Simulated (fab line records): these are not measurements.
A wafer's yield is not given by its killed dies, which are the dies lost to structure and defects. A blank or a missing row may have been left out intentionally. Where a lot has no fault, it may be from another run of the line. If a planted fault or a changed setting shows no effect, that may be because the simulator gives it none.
What tool caused it? | flow berkeley-cmos170 | 42 wafers from 14 lots sampled at 6 of the route's 331 steps

== WHAT THE GAUGES SHOWED, per wafer ==
UCB170_SDANNEAL_RS_MEAS_03: a four-point-probe measurement.
lot  | measured     | on            | NSD_RS (ohm/sq)
L438 | day 7 15:09  | film-metro-03 | 37.69 37.74 37.62
L440 | day 8 10:57  | film-metro-03 | 37.71 37.70 37.77
L442 | day 8 22:20  | film-metro-02 | 37.74 37.72 37.77
L439 | day 8 22:49  | film-metro-03 | 37.57 37.55 37.47
L445 | day 9 02:47  | film-metro-02 | 37.65 37.56 37.60
L446 | day 9 11:08  | film-metro-03 | 37.59 37.64 37.69
L448 | day 9 21:22  | film-metro-02 | 37.72 37.64 37.75
L447 | day 9 21:46  | film-metro-04 | 37.91 37.80 37.76
L450 | day 10 09:49 | film-metro-04 | 37.72 37.67 37.71
L456 | day 12 03:28 | film-metro-03 | 37.72 37.80 37.77
L457 | day 12 03:07 | film-metro-04 | 37.71 37.65 37.60
L459 | day 13 09:50 | film-metro-03 | 37.62 37.72 37.60
L461 | day 14 03:53 | film-metro-03 | 37.62 37.49 37.51
L460 | day 14 03:31 | film-metro-04 | 37.86 37.84 37.87

UCB170_V1_BOW_MEAS_03.
lot  | measured     | on            | V1_BOW (um)
L438 | day 8 02:48  | film-metro-01 | 16 18 11
L440 | day 8 19:58  | film-metro-04 | 33 13 21
L442 | day 9 07:21  | film-metro-01 | 21 21 23
L439 | day 9 09:04  | film-metro-01 | 13 26 26
L445 | day 9 14:24  | film-metro-01 | 13 8 16
L446 | day 9 21:40  | film-metro-03 | 19 16 21
L448 | day 10 09:19 | film-metro-04 | 29 25 25
L447 | day 10 07:58 | film-metro-01 | 27 24 39
L450 | day 10 21:02 | film-metro-01 | 19 15 18
L456 | day 12 14:35 | film-metro-03 | 7 1 1
L457 | day 12 14:35 | film-metro-01 | -1 -1 -10
L459 | day 13 19:59 | film-metro-04 | 21 15 15
L461 | day 14 14:06 | film-metro-04 | 13 26 11
L460 | day 14 12:46 | film-metro-03 | 24 19 31

UCB170_V1_CD_MEAS_90 targets a cd of 700 nm.
lot  | measured     | on        | cd-nm (nm)
L438 | day 8 04:49  | cd-sem-02 | 700.8 702.5 700.2
L440 | day 8 23:29  | cd-sem-01 | 697.1 696.3 697.8
L442 | day 9 09:14  | cd-sem-02 | 700.1 700.9 700.7
L439 | day 9 10:50  | cd-sem-02 | 701.4 699.3 699.8
L445 | day 9 18:45  | cd-sem-02 | 696.6 699.4 699.3
L446 | day 10 03:32 | cd-sem-01 | 697.7 696.2 698.8
L448 | day 10 10:58 | cd-sem-02 | 700.4 699.8 700.6
L447 | day 10 10:01 | cd-sem-01 | 698.2 696.7 699.0
L450 | day 10 23:02 | cd-sem-02 | 701.0 700.1 698.3
L456 | day 12 17:58 | cd-sem-01 | - - -
L457 | day 12 18:04 | cd-sem-02 | - - -
L459 | day 14 00:10 | cd-sem-01 | 699.1 700.0 699.7
L461 | day 14 17:59 | cd-sem-01 | 696.8 695.2 693.6
L460 | day 14 17:43 | cd-sem-01 | 700.7 700.5 699.6

== TOOL THAT RAN EACH LOT (tool first, then ch and the chambers of the sampled wafers, then the start) ==
lot  | UCB170_GATE_ETCH_15              | UCB170_CONTACT_STRIP_19              | UCB170_V1_CVD_00
L438 | rie-si-01 ch 0,1,3, day 6 21:30  | plasma-asher-03 ch 0,1, day 7 21:47  | pecvd-02 ch 0, day 8 02:13
L440 | rie-si-02 ch 0,3, day 7 16:35    | plasma-asher-04 ch 0,1, day 8 16:03  | pecvd-03 ch 0,1, day 8 19:25
L442 | rie-si-01 ch 0,1,2, day 8 05:25  | plasma-asher-03 ch 0,1, day 9 03:17  | pecvd-02 ch 0,1,2, day 9 06:50
L439 | rie-si-01 ch 0,1,2, day 8 05:58  | plasma-asher-04 ch 0,1, day 9 04:54  | pecvd-03 ch 0,2, day 9 08:32
L445 | rie-si-02 ch 0,2,3, day 8 11:57  | plasma-asher-03 ch 0,1, day 9 09:00  | pecvd-03 ch 0,1,2, day 9 13:52
L446 | rie-si-01 ch 0,3, day 8 19:18    | plasma-asher-03 ch 0,1, day 9 16:17  | pecvd-03 ch 0,1,2, day 9 21:07
L448 | rie-si-02 ch 0,1,2, day 9 04:53  | plasma-asher-04 ch 0,1, day 10 04:04 | pecvd-02 ch 0,1, day 10 08:47
L447 | rie-si-01 ch 0,2,3, day 9 05:08  | plasma-asher-03 ch 0,1, day 10 03:15 | pecvd-04 ch 0,2, day 10 07:27
L450 | rie-si-02 ch 0,2,3, day 9 15:09  | plasma-asher-03 ch 0,1, day 10 15:43 | pecvd-02 ch 0,1,2, day 10 20:31
L456 | rie-si-02 ch 1,2,3, day 10 22:19 | plasma-asher-04 ch 0,1, day 12 09:35 | pecvd-03 ch 0,1,2, day 12 14:04
L457 | rie-si-01 ch 0,2,3, day 10 22:25 | plasma-asher-03 ch 0,1, day 12 09:57 | pecvd-04 ch 0,1,2, day 12 14:04
L459 | rie-si-02 ch 0,1, day 12 11:10   | plasma-asher-04 ch 0,1, day 13 14:58 | pecvd-04 ch 0,1,2, day 13 19:25
L461 | rie-si-01 ch 0,1,2, day 13 02:34 | plasma-asher-03 ch 0,1, day 14 09:36 | pecvd-02 ch 0,1,2, day 14 13:35
L460 | rie-si-02 ch 1,2,3, day 13 03:06 | plasma-asher-04 ch 0,1, day 14 08:44 | pecvd-03 ch 0,2, day 14 12:15
- UCB170_GATE_ETCH_15: etches poly-Si in HBr/Cl2, stops on SiO2, time 56.3 s, target depth 278.2 nm.
- UCB170_CONTACT_STRIP_19: strips in O2.
- UCB170_V1_CVD_00: deposits SiO2 from TEOS/O2, target thk 2000 nm, time 250 s.

== AS READ BY THE TOOLS THEMSELVES (means over the sampled wafers that have a number; for cases with no such wafer, the mark the record gives instead) ==
UCB170_GATE_ETCH_15.
lot  | tool      | drypump-motor-current-A (A) | oes-product-au (a.u.) | throttle-valve-pct (%)
L438 | rie-si-01 | 5.5                         | 0.812                 | 26.43
L440 | rie-si-02 | 6.0                         | 0.835                 | 26.11
L442 | rie-si-01 | 5.6                         | 0.846                 | 26.46
L439 | rie-si-01 | 5.6                         | 0.838                 | 26.46
L445 | rie-si-02 | 5.7                         | 0.833                 | 26.21
L446 | rie-si-01 | 5.7                         | 0.817                 | 26.56
L448 | rie-si-02 | 5.5                         | 0.822                 | 26.29
L447 | rie-si-01 | 5.7                         | 0.830                 | 26.59
L450 | rie-si-02 | 5.7                         | 0.822                 | 26.21
L456 | rie-si-02 | 5.4                         | 0.837                 | 26.48
L457 | rie-si-01 | 5.7                         | 0.839                 | 26.60
L459 | rie-si-02 | 5.5                         | 0.840                 | 26.53
L461 | rie-si-01 | 5.6                         | 0.827                 | 26.46
L460 | rie-si-02 | 5.4                         | 0.836                 | 26.48

UCB170_CONTACT_STRIP_19.
lot  | tool            | drypump-motor-current-A (A) | oes-product-au (a.u.)
L438 | plasma-asher-03 | 6.0                         | 0.727
L440 | plasma-asher-04 | 5.7                         | 0.728
L442 | plasma-asher-03 | 6.0                         | 0.720
L439 | plasma-asher-04 | 5.5                         | 0.726
L445 | plasma-asher-03 | 6.0                         | 0.728
L446 | plasma-asher-03 | 5.5                         | 0.727
L448 | plasma-asher-04 | 5.5                         | 0.723
L447 | plasma-asher-03 | 5.5                         | 0.724
L450 | plasma-asher-03 | 6.0                         | 0.727
L456 | plasma-asher-04 | 5.5                         | 0.725
L457 | plasma-asher-03 | 6.1                         | 0.726
L459 | plasma-asher-04 | 5.5                         | 0.724
L461 | plasma-asher-03 | 6.0                         | 0.723
L460 | plasma-asher-04 | 5.6                         | 0.722

UCB170_V1_CVD_00.
lot  | tool     | heater-power-w (W) | pressure-mtorr (mTorr)
L438 | pecvd-02 | 263                | 9015
L440 | pecvd-03 | 308                | 8995
L442 | pecvd-02 | 228                | 8985
L439 | pecvd-03 | 247                | 9008
L445 | pecvd-03 | 302                | 8993
L446 | pecvd-03 | 290                | 9003
L448 | pecvd-02 | 258                | 8989
L447 | pecvd-04 | 277                | 8983
L450 | pecvd-02 | 224                | 9017
L456 | pecvd-03 | -                  | -
L457 | pecvd-04 | -                  | -
L459 | pecvd-04 | 251                | 9015
L461 | pecvd-02 | 244                | 8998
L460 | pecvd-03 | 223                | 8983

== THE ANSWER, worked out from the rows above alone ==
Rule: usual is defined by the lots themselves. The widest of any qualifying gaps counts: lots, ordered by their means at a reading, are off when they make up no more than a third of the lots, leave a main group of 4 or more, and stand apart from it by 3 or more times the standard deviation of that group's means. Not used: any main group whose means are identical at the precision the tables above print for the reading. A lot without any number at a reading at which 4 lots or more have one is off too. Where the step has rows for the other lots, those lots are counted as sound. Order of review: gauges by route order, followed by the tools' own readings, for which a lot's mean as printed above is used. The first step at which some lot is off is used, and at that step the reading that is off furthest; a lot without a number counts as furthest.
Off, at UCB170_V1_CD_MEAS_90 on cd-nm: L456, L457. Without a number there: L456, L457. The main group: mean 699.0 nm, standard deviation 1.7.
A tool fits if, at a process step before that reading, it ran every lot that is off, and no sound lot after the first of them. The gauges at UCB170_V1_CD_MEAS_90 aren't tried: what is off there is off at UCB170_V1_CVD_00 too, on other tools, and a gauge's error can't cause that. Of those tried, none fits.

== WHAT THE SIMULATOR HAD INSERTED ==
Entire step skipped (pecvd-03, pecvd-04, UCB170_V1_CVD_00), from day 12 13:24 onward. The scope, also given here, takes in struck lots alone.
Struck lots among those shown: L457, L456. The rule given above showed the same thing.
